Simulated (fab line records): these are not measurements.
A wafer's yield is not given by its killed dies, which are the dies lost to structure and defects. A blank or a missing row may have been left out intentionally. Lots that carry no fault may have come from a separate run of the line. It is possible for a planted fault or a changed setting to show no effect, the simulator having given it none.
Chamber matching + flow rit cmos + pecvd-03 running RIT_CONTACT_CVD_00: 3 sister chambers
The step deposits SiO2 from TEOS, target thk 400 nm, time 61 s. 3 wafers are shown with their chamber, then 7 later ones without.

== WAFERS, EACH WITH ITS CHAMBER ==
| wafer  | chamber | heater power w (W) |
|--------|---------|--------------------|
| L680.2 | 1       | 254                |
| L680.5 | 2       | 435                |
| L689.4 | 0       | 239                |

== WAFERS WITH NO CHAMBER GIVEN ==
| wafer  | heater power w (W) |
|--------|--------------------|
| L689.5 | 268                |
| L691.1 | 287                |
| L691.5 | 297                |
| L691.6 | 312                |
| L693.2 | 439                |
| L693.4 | 301                |
| L693.5 | 448                |

== WHICH CHAMBER EACH ONE RAN IN ==
| wafer  | from the rows above          | in truth |
|--------|------------------------------|----------|
| L689.5 | can't be placed: 1 or 0      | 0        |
| L691.1 | can't be placed: 1 or 0      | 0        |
| L691.5 | can't be placed: 1 or 0      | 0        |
| L691.6 | can't be placed: 1 or 0 or 2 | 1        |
| L693.2 | 2                            | 2        |
| L693.4 | can't be placed: 1 or 0      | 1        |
| L693.5 | 2                            | 2        |
Placed correctly: 2 of 7. Not placeable from these rows: 5 (in 5, the candidates include the true chamber). Number placed wrongly: 0.
How it was worked out, from the rows above alone: a wafer's distance from a chamber is the root of the sum, over the readings, of the square of ((its reading less the chamber's mean) divided by the reading's scatter). The wafer belongs to the nearest chamber; if the next one is less than 2 further off, it can't be placed. The mean given for a chamber averages the wafers shown for that chamber. The scatter (one wafer shown for each chamber): square how far every hidden wafer sits from the nearest shown wafer, average those squares and take the square root.
